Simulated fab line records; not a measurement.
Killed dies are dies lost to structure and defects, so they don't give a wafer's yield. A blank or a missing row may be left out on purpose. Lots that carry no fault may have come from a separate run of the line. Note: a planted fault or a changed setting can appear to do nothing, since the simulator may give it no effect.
Which tool did it?	flow berkeley cmos170	6 lots, 18 wafers sampled, at 2 steps of a route of 331

== WHAT THE GAUGES READ, wafer by wafer ==
UCB170_PWELL_THK_MEAS_06.
lot	measured	on	PWELL_NITRIDE_THK (nm)
L340	day 3 06:35	film metro-01	215.9 217.9 216.2
L342	day 3 11:18	film metro-01	221.0 220.5 222.2
L344	day 3 19:55	film metro-04	223.7 222.9 223.2
L357	day 6 22:54	film metro-03	221.0 219.9 218.4
L359	day 7 08:25	film metro-03	219.9 217.9 218.4
L361	day 7 11:46	film metro-01	222.8 225.7 223.7

== WHICH TOOL RAN EACH LOT (tool, then ch and the chambers of the sampled wafers, then the start) ==
lot	UCB170_PWELL_CVD_05
L340	lpcvd-01 ch 0, day 3 04:40
L342	lpcvd-01 ch 1, day 3 09:22
L344	lpcvd-02 ch 1, day 3 18:00
L357	lpcvd-02 ch 0, day 6 20:58
L359	lpcvd-02 ch 0, day 7 06:30
L361	lpcvd-02 ch 1, day 7 09:51
- UCB170_PWELL_CVD_05: deposits Si3N4 from SiH2Cl2/NH3, target thk 220 nm, time 3300 s.

== THE ANSWER, worked out from the rows above alone ==
Rule: the lots themselves supply what counts as usual. Put in order of their means at a reading, lots are off if they are a third of the lots or fewer, leave a main group of 4 or more, and stand apart from it by a gap of 3 or more times the standard deviation of the main group's means; of several such gaps the widest counts. A main group whose means are all the same, to the digits that the tables above print for the reading, isn't used. A lot without any number at a reading at which 4 lots or more have one is off too. All remaining lots with rows at the step are treated as sound.
No lot is off at any reading shown: from this, nothing can be told.

== WHAT HAD BEEN PUT IN BY THE SIMULATOR ==
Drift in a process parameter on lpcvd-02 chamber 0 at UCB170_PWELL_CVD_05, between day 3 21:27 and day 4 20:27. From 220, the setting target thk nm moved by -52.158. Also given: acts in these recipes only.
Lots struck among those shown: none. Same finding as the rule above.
